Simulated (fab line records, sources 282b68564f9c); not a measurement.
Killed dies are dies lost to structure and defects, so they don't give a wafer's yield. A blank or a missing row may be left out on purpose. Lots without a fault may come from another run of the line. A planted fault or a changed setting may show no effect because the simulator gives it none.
A struck lot beside a sound one | flow rit_cmos | 17 steps out of a route of 202
Sound: wafers L177.2, L177.5, L177.6. Struck: wafers L187.1, L187.4, L187.6. The cause comes at the end.
At each step with rows: each side's tool, then ch and its chambers, then its first start. Under that, the readings that differ: sound wafers | struck wafers | difference of the means | sigmas: that difference in standard deviations of wafers without a fault.
alike: readings whose means differ by less than 2 such deviations, and words and numbers that are the same on both sides. not compared: withheld readings, readings that some wafer has no value for, bounds like >300 that may hide the same value, and numbers for which the record gives no deviation and whose values overlap.
The two part at a step that has a row with sigmas, a row that says differs or no value, or rows on one side only. Numbers that don't overlap but have no deviation are shown without sigmas and don't part them. A reading that every wafer of one side lacks parts them only if that side has two wafers or more.

first, 1 step without rows for these wafers: RIT_PRETRO_DEVELOP_05 (develop time 68 s).
RIT_PRETRO_OVL_MEAS_06:
  sound on overlay-01, day 2 22:17; struck on overlay-01, day 4 19:57
  alike: PRETRO_OVL
then, 2 steps without rows for these wafers: RIT_PRETRO_HARDBAKE_07 (time 120 s); RIT_PRETRO_IMPLANT_08.
RIT_PRETRO_STRIP_09: strips in O2, time 180 s.
  sound on plasma_asher-02 ch 0,1, day 2 22:43; struck on plasma_asher-02 ch 0,1, day 4 20:23
  alike: drypump_motor_current_A
  not compared: rf_hours_counter_h
RIT_PRETRO_TW_MEAS_10:
  sound on film_metro-01, day 2 22:54; struck on film_metro-01, day 4 20:34
  alike: PRETRO_TW
then, 5 steps without rows for these wafers: RIT_GATE_WET_ETCH_00 (etches SiO2 in BOE, target depth 56 nm, time 60 s); RIT_GATE_CLEAN_01 (cleans in SC1, time 600 s); RIT_GATE_CLEAN_02 (cleans in dHF, time 30 s); RIT_GATE_CLEAN_03 (cleans in SC2, time 600 s); RIT_GATE_CLEAN_04 (cleans in dHF, time 60 s).
RIT_FOX2_THK_MEAS_91:
  sound on film_metro-01, day 2 23:23; struck on film_metro-04, day 4 21:06
  alike: FIELD_OXIDE_LEFT_2_THK
RIT_GATE_OXIDATION_05: target thk 3 nm, ox time 270 s.
  sound on furnace-01 ch 0, day 3 02:56; struck on furnace-01 ch 0, day 4 21:48
  reading                                     | sound             | struck            | difference | sigmas
  ox_time_s (s)                               | 270 270 270       | 237.6 237.6 237.6 | -32.4      |
  model.SiO2_of_GATE_OXIDATION_05.thk_nm (nm) | 2.993 2.969 2.951 | 2.63 2.649 2.686  | -0.32      |
  alike: ox_temp_c, tube_center_temp_C
then, 1 step without rows for these wafers: RIT_GATE_ANNEAL_06 (time 600 s).
RIT_GATE_THK_MEAS_07:
  sound on film_metro-02, day 3 05:22; struck on film_metro-04, day 4 23:07
  reading             | sound          | struck         | difference | sigmas
  GATE_OXIDE_THK (nm) | 2.92 3.00 2.95 | 2.62 2.64 2.74 | -0.29      | -4
then, 1 step without rows for these wafers: RIT_GATE_CVD_08 (deposits poly-Si from SiH4, target thk 250 nm, time 2220 s).
RIT_M1_PROBE_99:
  sound on prober-01, day 4 05:08; struck on prober-01, day 5 22:15
  reading                             | sound             | struck            | difference | sigmas
  model.etest.pmos_0p3.r_on_ohm_um    | 6292 6322 6193    | 5563 5562 5631    | -684       |
  model.etest.nmos_0p3.r_on_ohm_um    | 2143 2108 2117    | 1927 1931 1960    | -183       |
  model.etest.nmos_0p15.drive_ua_um   | 492.1 487.3 507   | 540.4 546.5 554.1 | +51.5      |
  model.etest.nmos_narrow.drive_ua_um | 222.8 227.3 232   | 263.6 260.5 261.5 | +34.5      |
  model.etest.nmos_0p3.drive_ua_um    | 225.4 227.1 232.4 | 262.8 265.7 262.1 | +35.2      |
  model.etest.pmos_0p15.drive_ua_um   | 260.6 259 269.2   | 296.4 299.6 304.7 | +37.3      |
  model.etest.pmos_turned.drive_ua_um | 193.3 186.6 200.2 | 216.8 216.9 216.8 | +23.5      |
  model.etest.pmos_0p3.drive_ua_um    | 101.5 101.3 104.3 | 120.5 120.4 119.7 | +17.8      |
  alike: killed_at_M0_to_M3, killed_at_front_end, killed_dies, killed_open, killed_short

WHERE THEY PART
Only at RIT_GATE_THK_MEAS_07, within this record. Later steps at which nothing parts them and some readings are alike: RIT_M1_PROBE_99.

WHY: what the simulator had put in
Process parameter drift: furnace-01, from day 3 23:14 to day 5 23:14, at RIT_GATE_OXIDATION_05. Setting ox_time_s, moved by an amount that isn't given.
